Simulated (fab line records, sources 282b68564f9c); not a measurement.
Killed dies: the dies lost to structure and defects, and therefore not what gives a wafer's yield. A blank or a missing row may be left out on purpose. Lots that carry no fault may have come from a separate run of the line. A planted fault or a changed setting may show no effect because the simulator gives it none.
Which tool is to blame? :: flow rit-cmos :: 42 wafers from 14 lots sampled at 2 of the route's 202 steps

== WHAT THE GAUGES SHOWED, per wafer ==
Not one reading of a measure or inspect step in the record can be checked against a usual standard deviation.

== WHAT TOOL EACH LOT RAN ON (gives the tool, then ch and the chambers of the sampled wafers, and finally the start) ==
lot: L496
RIT_SPACER_ETCHBACK_05: rie-diel-04 ch 0,2,3, day 3 00:46
RIT_M1_PROBE_99: -

lot: L497
RIT_SPACER_ETCHBACK_05: rie-diel-03 ch 0,1,3, day 3 02:52
RIT_M1_PROBE_99: -

lot: L498
RIT_SPACER_ETCHBACK_05: rie-diel-04 ch 0,1, day 3 09:35
RIT_M1_PROBE_99: -

lot: L499
RIT_SPACER_ETCHBACK_05: rie-diel-03 ch 0,2,3, day 3 13:01
RIT_M1_PROBE_99: -

lot: L500
RIT_SPACER_ETCHBACK_05: rie-diel-03 ch 0,1, day 3 19:26
RIT_M1_PROBE_99: -

lot: L501
RIT_SPACER_ETCHBACK_05: rie-diel-04 ch 0,1, day 3 23:29
RIT_M1_PROBE_99: -

lot: L503
RIT_SPACER_ETCHBACK_05: rie-diel-03 ch 2,3, day 4 09:38
RIT_M1_PROBE_99: prober-02, day 4 20:35

lot: L505
RIT_SPACER_ETCHBACK_05: rie-diel-04 ch 1,2,3, day 4 19:51
RIT_M1_PROBE_99: -

lot: L508
RIT_SPACER_ETCHBACK_05: rie-diel-03 ch 0,1,3, day 5 09:32
RIT_M1_PROBE_99: -

lot: L510
RIT_SPACER_ETCHBACK_05: rie-diel-03 ch 0,1,2, day 5 20:33
RIT_M1_PROBE_99: -

lot: L512
RIT_SPACER_ETCHBACK_05: rie-diel-04 ch 1,2, day 6 06:14
RIT_M1_PROBE_99: prober-01, day 6 18:25

lot: L515
RIT_SPACER_ETCHBACK_05: rie-diel-04 ch 0,1,3, day 6 22:07
RIT_M1_PROBE_99: -

lot: L516
RIT_SPACER_ETCHBACK_05: rie-diel-02 ch 0,1,3, day 7 03:10
RIT_M1_PROBE_99: -

lot: L519
RIT_SPACER_ETCHBACK_05: rie-diel-04 ch 0,2,3, day 7 15:59
RIT_M1_PROBE_99: -
- RIT_SPACER_ETCHBACK_05: etches Si3N4 in SF6/CHF3, stops on SiO2, target depth 250 nm, time 240 s.
- RIT_M1_PROBE_99

== AS READ BY THE TOOLS THEMSELVES (means over the sampled wafers that have a number; for cases with no such wafer, the mark the record gives instead) ==
RIT_SPACER_ETCHBACK_05. Usual: CHF3_flow_sccm 30.00 sccm, standard deviation 0.088; drypump-motor-current-A 5.7 A, standard deviation 0.36; oes-product-au 0.862 a.u., standard deviation 0.014; run-length-s 268.3 s, standard deviation 0.49; throttle-valve-pct 10.29 %, standard deviation 0.11.
lot: L496
tool: rie-diel-04
CHF3_flow_sccm (sccm): 30.08
drypump-motor-current-A (A): 5.5
oes-product-au (a.u.): 0.853
run-length-s (s): 268.3
throttle-valve-pct (%): 10.26
flag: 

lot: L497
tool: rie-diel-03
CHF3_flow_sccm (sccm): 30.08
drypump-motor-current-A (A): 5.5
oes-product-au (a.u.): 0.871
run-length-s (s): 268.3
throttle-valve-pct (%): 10.33
flag: 

lot: L498
tool: rie-diel-04
CHF3_flow_sccm (sccm): 29.94
drypump-motor-current-A (A): 6.1
oes-product-au (a.u.): 0.851
run-length-s (s): 268.0
throttle-valve-pct (%): 10.32
flag: 

lot: L499
tool: rie-diel-03
CHF3_flow_sccm (sccm): 29.92
drypump-motor-current-A (A): 5.6
oes-product-au (a.u.): 0.867
run-length-s (s): 267.8
throttle-valve-pct (%): 10.32
flag: 

lot: L500
tool: rie-diel-03
CHF3_flow_sccm (sccm): 29.97
drypump-motor-current-A (A): 5.6
oes-product-au (a.u.): 0.866
run-length-s (s): 268.5
throttle-valve-pct (%): 10.26
flag: 

lot: L501
tool: rie-diel-04
CHF3_flow_sccm (sccm): 30.11
drypump-motor-current-A (A): 6.1
oes-product-au (a.u.): 0.867
run-length-s (s): 268.2
throttle-valve-pct (%): 10.33
flag: 

lot: L503
tool: rie-diel-03
CHF3_flow_sccm (sccm): 29.99
drypump-motor-current-A (A): 5.8
oes-product-au (a.u.): 0.868
run-length-s (s): 268.4
throttle-valve-pct (%): 10.38
flag: 

lot: L505
tool: rie-diel-04
CHF3_flow_sccm (sccm): 30.01
drypump-motor-current-A (A): 5.5
oes-product-au (a.u.): 0.875
run-length-s (s): 268.4
throttle-valve-pct (%): 10.31
flag: 

lot: L508
tool: rie-diel-03
CHF3_flow_sccm (sccm): 30.05
drypump-motor-current-A (A): 5.5
oes-product-au (a.u.): 0.806
run-length-s (s): 299.6
throttle-valve-pct (%): 10.29
flag: OFF

lot: L510
tool: rie-diel-03
CHF3_flow_sccm (sccm): 30.05
drypump-motor-current-A (A): 5.7
oes-product-au (a.u.): 0.814
run-length-s (s): 299.6
throttle-valve-pct (%): 10.25
flag: OFF

lot: L512
tool: rie-diel-04
CHF3_flow_sccm (sccm): 29.97
drypump-motor-current-A (A): 5.9
oes-product-au (a.u.): 0.867
run-length-s (s): 268.4
throttle-valve-pct (%): 10.38
flag: 

lot: L515
tool: rie-diel-04
CHF3_flow_sccm (sccm): 29.96
drypump-motor-current-A (A): 5.7
oes-product-au (a.u.): 0.858
run-length-s (s): 268.4
throttle-valve-pct (%): 10.24
flag: 

lot: L516
tool: rie-diel-02
CHF3_flow_sccm (sccm): 30.00
drypump-motor-current-A (A): 5.9
oes-product-au (a.u.): 0.840
run-length-s (s): 268.4
throttle-valve-pct (%): 10.23
flag: 

lot: L519
tool: rie-diel-04
CHF3_flow_sccm (sccm): 29.97
drypump-motor-current-A (A): 5.5
oes-product-au (a.u.): 0.859
run-length-s (s): 268.2
throttle-valve-pct (%): 10.25
flag: 

RIT_M1_PROBE_99. Usual: killed_at_M0_to_M3 0.0, standard deviation 0.14; killed-at-contacts 0.0, standard deviation 0.22; killed-at-front-end 6.5, standard deviation 3; killed-dies 6.6, standard deviation 3; killed-open 3.4, standard deviation 2.2; killed-short 3.3, standard deviation 1.7.
lot: L503
tool: prober-02
killed_at_M0_to_M3: 0.0
killed-at-contacts: 0.0
killed-at-front-end: 2.7
killed-dies: 2.7
killed-open: 2.3
killed-short: 0.3
flag: 

lot: L512
tool: prober-01
killed_at_M0_to_M3: 0.0
killed-at-contacts: 0.0
killed-at-front-end: 5.3
killed-dies: 5.3
killed-open: 1.3
killed-short: 4.0
flag: 

== THE ANSWER, worked out from the rows above alone ==
Rule: take the mean of a lot's wafers that have a number; if it is more than 3 standard deviations from the usual mean, the lot is off. A lot without any number at a reading at which 4 lots or more have one is off too. Any other lot the step has rows for is counted as sound. First the gauges in route order, then the tools' own readings, where a lot's mean is used as printed above. At the first step where some lot is off, the reading lying furthest off is the one used; lots without a number count as furthest.
Off: L508, L510, at RIT_SPACER_ETCHBACK_05 (run-length-s).
If a tool, at that step or one of the process steps before it, ran each lot that is off and ran no sound lot following the first of them, it fits. One fits: RIT_SPACER_ETCHBACK_05 on rie-diel-03. A fault onset in the window from L503 (day 4 09:38, its last sound lot) to L508 (day 5 09:32, its first lot off) fits.
The tool's own readings at RIT_SPACER_ETCHBACK_05 bear it out: on the lots that are off they differ by more than 5 times the standard deviation of the sound lots' means. oes-product-au reads 0.810 a.u. there against 0.862 a.u. on the sound lots; run-length-s reads 299.6 s there against 268.3 s on the sound lots.

== WHAT HAD BEEN PUT IN BY THE SIMULATOR ==
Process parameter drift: rie-diel-03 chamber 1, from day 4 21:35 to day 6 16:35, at RIT_SPACER_ETCHBACK_05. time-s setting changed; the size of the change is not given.
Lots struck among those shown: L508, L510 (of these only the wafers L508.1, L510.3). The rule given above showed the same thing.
